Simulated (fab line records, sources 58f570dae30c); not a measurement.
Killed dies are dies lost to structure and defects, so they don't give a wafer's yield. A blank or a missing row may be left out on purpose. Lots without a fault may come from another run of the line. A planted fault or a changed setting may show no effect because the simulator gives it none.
Which tool did it? | flow berkeley_cmos170 | 14 lots, 42 wafers sampled, at 5 steps of a route of 331

WHAT THE GAUGES READ, wafer by wafer
UCB170_M1_OVL_MEAS_10. Usual: M1_OVL 3 nm, standard deviation 4.9.
lot  | measured     | on         | M1_OVL (nm) | flag
L394 | day 6 22:48  | overlay-02 | 8 3 6       |
L395 | day 7 18:03  | overlay-02 | 2 -2 9      |
L397 | day 8 02:42  | overlay-01 | 9 2 3       |
L398 | day 8 03:17  | overlay-02 | 8 14 10     |
L400 | day 8 20:30  | overlay-01 | 2 -1 -1     |
L399 | day 8 21:17  | overlay-01 | 7 7 10      |
L401 | day 9 04:04  | overlay-02 | -1 -5 -5    |
L402 | day 9 04:23  | overlay-01 | 3 7 0       |
L403 | day 9 05:40  | overlay-01 | -2 0 0      |
L410 | day 11 02:14 | overlay-02 | 5 4 3       |
L412 | day 11 02:46 | overlay-02 | 7 9 9       |
L411 | day 11 03:11 | overlay-01 | -1 -5 10    |
L413 | day 11 10:08 | overlay-02 | -2 1 7      |
L417 | day 11 23:59 | overlay-02 | -5 7 -2     |

UCB170_V1_CD_MEAS_12: target cd 700 nm. Usual: cd_nm 699.6 nm, standard deviation 1.1.
lot  | measured     | on        | cd_nm (nm)        | flag
L394 | day 7 07:16  | cd_sem-01 | 699.1 698.6 699.9 |
L395 | day 8 02:02  | cd_sem-01 | 698.3 699.3 696.8 |
L397 | day 8 07:04  | cd_sem-02 | 698.3 698.8 698.6 |
L398 | day 8 10:49  | cd_sem-01 | 700.0 701.4 699.6 |
L400 | day 9 05:17  | cd_sem-02 | 699.8 699.3 700.1 |
L399 | day 9 05:37  | cd_sem-01 | 699.9 699.4 698.9 |
L401 | day 9 13:11  | cd_sem-02 | 706.0 705.5 705.0 | OFF
L402 | day 9 13:29  | cd_sem-02 | 704.0 704.4 704.3 | OFF
L403 | day 9 13:33  | cd_sem-01 | 700.1 700.5 700.0 |
L410 | day 11 07:41 | cd_sem-02 | 699.8 700.9 700.8 |
L412 | day 11 09:05 | cd_sem-02 | 701.6 700.9 701.0 |
L411 | day 11 08:51 | cd_sem-01 | 699.5 700.4 698.1 |
L413 | day 11 16:29 | cd_sem-02 | 699.3 700.0 700.3 |
L417 | day 12 08:16 | cd_sem-02 | 698.4 699.4 698.4 |

UCB170_V1_OVL_MEAS_13. Usual: V1_OVL 1 nm, standard deviation 5.8.
lot  | measured     | on         | V1_OVL (nm) | flag
L394 | day 7 07:23  | overlay-02 | 8 10 18     |
L395 | day 8 02:10  | overlay-01 | 5 -1 7      |
L397 | day 8 07:11  | overlay-01 | 2 5 -3      |
L398 | day 8 10:56  | overlay-01 | -2 7 7      |
L400 | day 9 05:24  | overlay-02 | 4 1 2       |
L399 | day 9 05:44  | overlay-02 | 5 1 3       |
L401 | day 9 13:17  | overlay-01 | -8 -11 -10  |
L402 | day 9 13:34  | overlay-01 | -3 6 -5     |
L403 | day 9 13:38  | overlay-01 | 1 -2 4      |
L410 | day 11 07:47 | overlay-01 | -1 -3 1     |
L412 | day 11 09:12 | overlay-02 | 7 5 0       |
L411 | day 11 08:56 | overlay-01 | -6 -10 -6   |
L413 | day 11 16:37 | overlay-02 | -1 0 0      |
L417 | day 12 08:23 | overlay-01 | -2 -1 -2    |

WHICH TOOL RAN EACH LOT (tool, then ch and the chambers of the sampled wafers, then the start)
lot  | UCB170_M1_SPUTTER_00         | UCB170_V1_PEB_10
L394 | pvd_sputter-01, day 6 20:54  | litho_track-01 ch 0, day 7 06:59
L395 | pvd_sputter-01, day 7 16:19  | litho_track-04 ch 0, day 8 01:46
L397 | pvd_sputter-04, day 8 01:30  | litho_track-03 ch 0, day 8 06:48
L398 | pvd_sputter-01, day 8 01:44  | litho_track-01 ch 0, day 8 10:33
L400 | pvd_sputter-02, day 8 18:52  | litho_track-03 ch 0, day 9 05:01
L399 | pvd_sputter-01, day 8 20:03  | litho_track-03 ch 0, day 9 05:16
L401 | pvd_sputter-02, day 9 02:43  | litho_track-03 ch 0, day 9 12:55
L402 | pvd_sputter-04, day 9 03:00  | litho_track-03 ch 0, day 9 13:14
L403 | pvd_sputter-01, day 9 04:10  | litho_track-01 ch 0, day 9 13:17
L410 | pvd_sputter-04, day 10 23:27 | litho_track-01 ch 0, day 11 07:26
L412 | pvd_sputter-01, day 10 23:38 | litho_track-04 ch 0, day 11 08:49
L411 | pvd_sputter-02, day 10 23:50 | litho_track-04 ch 0, day 11 08:35
L413 | pvd_sputter-01, day 11 08:10 | litho_track-04 ch 0, day 11 16:13
L417 | pvd_sputter-01, day 11 22:31 | litho_track-01 ch 0, day 12 07:59
- UCB170_M1_SPUTTER_00: material Al, target thk 600 nm, time 80 s.
- UCB170_V1_PEB_10

WHAT THE TOOLS THEMSELVES READ (means of the sampled wafers that have a number; where no wafer has one, the mark that the record gives instead)
UCB170_M1_SPUTTER_00. Usual: throttle_valve_pct 30.8 %, standard deviation 0.61.
lot  | tool           | throttle_valve_pct (%) | flag
L394 | pvd_sputter-01 | 30.5                   |
L395 | pvd_sputter-01 | 30.6                   |
L397 | pvd_sputter-04 | 30.7                   |
L398 | pvd_sputter-01 | 30.6                   |
L400 | pvd_sputter-02 | 31.1                   |
L399 | pvd_sputter-01 | 30.5                   |
L401 | pvd_sputter-02 | 31.4                   |
L402 | pvd_sputter-04 | 30.2                   |
L403 | pvd_sputter-01 | 30.9                   |
L410 | pvd_sputter-04 | 30.4                   |
L412 | pvd_sputter-01 | 30.8                   |
L411 | pvd_sputter-02 | 30.9                   |
L413 | pvd_sputter-01 | 31.0                   |
L417 | pvd_sputter-01 | 31.1                   |

UCB170_V1_PEB_10. Usual: heater_power_total_W 56.80 W, standard deviation 0.05; plate_temp_C 130.02 C, standard deviation 0.15.
lot  | tool           | heater_power_total_W (W) | plate_temp_C (C) | flag
L394 | litho_track-01 | 56.81                    | 129.99           |
L395 | litho_track-04 | 56.76                    | 129.92           |
L397 | litho_track-03 | 56.84                    | 129.95           |
L398 | litho_track-01 | 56.76                    | 130.03           |
L400 | litho_track-03 | 56.81                    | 130.23           |
L399 | litho_track-03 | 56.76                    | 130.14           |
L401 | litho_track-03 | 57.24                    | 130.90           | OFF
L402 | litho_track-03 | 57.24                    | 130.53           | OFF
L403 | litho_track-01 | 56.81                    | 130.17           |
L410 | litho_track-01 | 56.82                    | 129.84           |
L412 | litho_track-04 | 56.79                    | 129.81           |
L411 | litho_track-04 | 56.81                    | 130.08           |
L413 | litho_track-04 | 56.78                    | 130.08           |
L417 | litho_track-01 | 56.79                    | 130.05           |

THE ANSWER, worked out from the rows above alone
Rule: a lot is off if the mean of its wafers that have a number lies more than 3 standard deviations from the usual mean. A lot without any number at a reading at which 4 lots or more have one is off too. The other lots that the step has rows for count as sound. The gauges are gone through in route order, then the tools' own readings, and for those a lot's mean is taken as printed above. The first step at which some lot is off is used, and at that step the reading that is off furthest; a lot without a number counts as furthest.
Off: L401, L402, at UCB170_V1_CD_MEAS_12 (cd_nm).
A tool fits if, at a process step before that reading, it ran every lot that is off, and no sound lot after the first of them. The gauges at UCB170_V1_CD_MEAS_12 aren't tried: what is off there is off at UCB170_V1_PEB_10 too, on other tools, and a gauge's error can't cause that. One fits: litho_track-03 at UCB170_V1_PEB_10. Its last sound lot is L399 (day 9 05:16), its first lot that is off L401 (day 9 12:55): a fault that began between those two fits.
The tool's own readings at UCB170_V1_PEB_10 bear it out: on the lots that are off they differ by more than 5 times the standard deviation of the sound lots' means. heater_power_total_W reads 57.24 W there against 56.80 W on the sound lots; plate_temp_C reads 130.72 C there against 130.02 C on the sound lots.

WHAT THE SIMULATOR HAD PUT IN
Process parameter drift: litho_track-03, from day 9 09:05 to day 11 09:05, at UCB170_V1_PEB_10. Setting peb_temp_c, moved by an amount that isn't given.
Lots struck among those shown: L401, L402. The rule above found the same.
